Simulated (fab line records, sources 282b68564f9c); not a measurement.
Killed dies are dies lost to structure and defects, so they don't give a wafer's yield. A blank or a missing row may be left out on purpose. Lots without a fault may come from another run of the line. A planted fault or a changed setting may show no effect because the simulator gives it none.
Which tool did it? | flow rit_cmos | 14 lots, 42 wafers sampled, at 4 steps of a route of 202

WHAT THE GAUGES READ, wafer by wafer
RIT_PSD_OVL_MEAS_06.
lot  | measured    | on         | PSD_OVL (nm)
L855 | day 3 07:19 | overlay-01 | 2.8 2.1 2.8
L858 | day 3 17:51 | overlay-02 | 0.0 -0.4 -0.5
L860 | day 4 06:22 | overlay-01 | 3.0 1.2 2.1
L861 | day 4 13:10 | overlay-01 | -1.4 -1.4 -0.9
L862 | day 4 18:39 | overlay-01 | 1.6 0.9 1.9
L863 | day 5 01:14 | overlay-01 | -0.7 -0.4 -0.1
L865 | day 5 07:07 | overlay-01 | -1.7 -1.3 0.1
L866 | day 5 11:20 | overlay-02 | -2.6 -2.1 -3.5
L867 | day 5 18:26 | overlay-01 | -2.4 -2.3 -1.3
L868 | day 5 23:10 | overlay-01 | -0.8 -0.5 -1.9
L869 | day 6 06:04 | overlay-01 | -0.3 -0.8 -0.6
L871 | day 6 13:45 | overlay-02 | 1.0 1.4 0.7
L877 | day 8 05:58 | overlay-01 | -0.2 -1.4 -0.9
L878 | day 8 10:53 | overlay-01 | -0.2 -1.9 -2.0

WHICH TOOL RAN EACH LOT (tool, then ch and the chambers of the sampled wafers, then the start)
lot  | RIT_PWELL_STRIP_09                  | RIT_NLDD_IMPLANT_08            | RIT_NSD_STRIP_09
L855 | plasma_asher-03 ch 0,1, day 2 01:11 | implanter-04 ch 0, day 3 00:19 | plasma_asher-03 ch 0,1, day 3 06:14
L858 | plasma_asher-02 ch 0,1, day 2 14:59 | implanter-02 ch 0, day 3 11:07 | plasma_asher-01 ch 0,1, day 3 16:35
L860 | plasma_asher-03 ch 0,1, day 3 03:33 | implanter-03 ch 0, day 3 23:29 | plasma_asher-04 ch 0,1, day 4 05:14
L861 | plasma_asher-02 ch 0,1, day 3 06:23 | implanter-04 ch 0, day 4 06:20 | plasma_asher-01 ch 1, day 4 11:58
L862 | plasma_asher-03 ch 0,1, day 3 12:20 | implanter-02 ch 0, day 4 10:44 | plasma_asher-04 ch 0,1, day 4 17:26
L863 | plasma_asher-02 ch 0,1, day 3 17:38 | implanter-04 ch 0, day 4 18:27 | plasma_asher-03 ch 0,1, day 5 00:04
L865 | plasma_asher-03 ch 0, day 4 01:26   | implanter-04 ch 0, day 5 00:03 | plasma_asher-04 ch 0,1, day 5 05:47
L866 | plasma_asher-03 ch 1, day 4 06:30   | implanter-02 ch 0, day 5 04:21 | plasma_asher-03 ch 0,1, day 5 10:11
L867 | plasma_asher-02 ch 0,1, day 4 14:53 | implanter-02 ch 0, day 5 11:43 | plasma_asher-03 ch 0,1, day 5 17:23
L868 | plasma_asher-03 ch 0,1, day 4 18:38 | implanter-04 ch 0, day 5 15:28 | plasma_asher-04 ch 0,1, day 5 21:57
L869 | plasma_asher-01 ch 0,1, day 4 23:44 | implanter-04 ch 0, day 5 21:28 | plasma_asher-03 ch 0,1, day 6 04:52
L871 | plasma_asher-02 ch 0,1, day 5 09:10 | implanter-02 ch 0, day 6 05:01 | plasma_asher-04 ch 0,1, day 6 12:40
L877 | plasma_asher-03 ch 0, day 6 12:50   | implanter-02 ch 0, day 7 23:16 | plasma_asher-01 ch 0,1, day 8 04:46
L878 | plasma_asher-03 ch 0,1, day 6 20:38 | implanter-02 ch 0, day 8 04:05 | plasma_asher-01 ch 0,1, day 8 09:49
- RIT_PWELL_STRIP_09: strips in O2, time 180 s.
- RIT_NLDD_IMPLANT_08
- RIT_NSD_STRIP_09: strips in O2, time 180 s.

WHAT THE TOOLS THEMSELVES READ (means of the sampled wafers that have a number; where no wafer has one, the mark that the record gives instead)
RIT_PWELL_STRIP_09.
lot  | tool            | drypump_motor_current_A (A)
L855 | plasma_asher-03 | 5.7
L858 | plasma_asher-02 | 5.6
L860 | plasma_asher-03 | 5.7
L861 | plasma_asher-02 | 5.6
L862 | plasma_asher-03 | 5.5
L863 | plasma_asher-02 | 5.6
L865 | plasma_asher-03 | 6.0
L866 | plasma_asher-03 | 5.2
L867 | plasma_asher-02 | 6.0
L868 | plasma_asher-03 | 5.5
L869 | plasma_asher-01 | 5.8
L871 | plasma_asher-02 | 6.1
L877 | plasma_asher-03 | 6.0
L878 | plasma_asher-03 | 5.5

RIT_NLDD_IMPLANT_08.
lot  | tool         | beam_energy_keV | faraday_current_uA
L855 | implanter-04 | 20.008          | 1582
L858 | implanter-02 | 20.005          | 1545
L860 | implanter-03 | 20.000          | 1574
L861 | implanter-04 | 20.001          | 1592
L862 | implanter-02 | 19.999          | 1549
L863 | implanter-04 | 19.999          | 1574
L865 | implanter-04 | 20.000          | 1604
L866 | implanter-02 | 20.009          | 1546
L867 | implanter-02 | 19.993          | 1566
L868 | implanter-04 | 20.003          | 1578
L869 | implanter-04 | 19.997          | 1570
L871 | implanter-02 | 20.000          | 1588
L877 | implanter-02 | 19.513          | 1573
L878 | implanter-02 | 19.515          | 1564

RIT_NSD_STRIP_09.
lot  | tool            | drypump_motor_current_A (A)
L855 | plasma_asher-03 | 5.7
L858 | plasma_asher-01 | 5.9
L860 | plasma_asher-04 | 5.5
L861 | plasma_asher-01 | 6.1
L862 | plasma_asher-04 | 5.3
L863 | plasma_asher-03 | 5.5
L865 | plasma_asher-04 | 5.5
L866 | plasma_asher-03 | 5.5
L867 | plasma_asher-03 | 5.7
L868 | plasma_asher-04 | 5.5
L869 | plasma_asher-03 | 5.7
L871 | plasma_asher-04 | 5.5
L877 | plasma_asher-01 | 5.8
L878 | plasma_asher-01 | 5.9

THE ANSWER, worked out from the rows above alone
Rule: what is usual is taken from the lots themselves. Put in order of their means at a reading, lots are off if they are a third of the lots or fewer, leave a main group of 4 or more, and stand apart from it by a gap of 3 or more times the standard deviation of the main group's means; of several such gaps the widest counts. A main group whose means are all the same, to the digits that the tables above print for the reading, isn't used. A lot without any number at a reading at which 4 lots or more have one is off too. The other lots that the step has rows for count as sound. The gauges are gone through in route order, then the tools' own readings, and for those a lot's mean is taken as printed above. The first step at which some lot is off is used, and at that step the reading that is off furthest; a lot without a number counts as furthest.
Off: L877, L878, at RIT_NLDD_IMPLANT_08 (beam_energy_keV). The main group: mean 20.001, standard deviation 0.0043.
A tool fits if, at that step or a process step before it, it ran every lot that is off, and no sound lot after the first of them. Can't be told from this: 2 tools fit, plasma_asher-03 at RIT_PWELL_STRIP_09, implanter-02 at RIT_NLDD_IMPLANT_08.

WHAT THE SIMULATOR HAD PUT IN
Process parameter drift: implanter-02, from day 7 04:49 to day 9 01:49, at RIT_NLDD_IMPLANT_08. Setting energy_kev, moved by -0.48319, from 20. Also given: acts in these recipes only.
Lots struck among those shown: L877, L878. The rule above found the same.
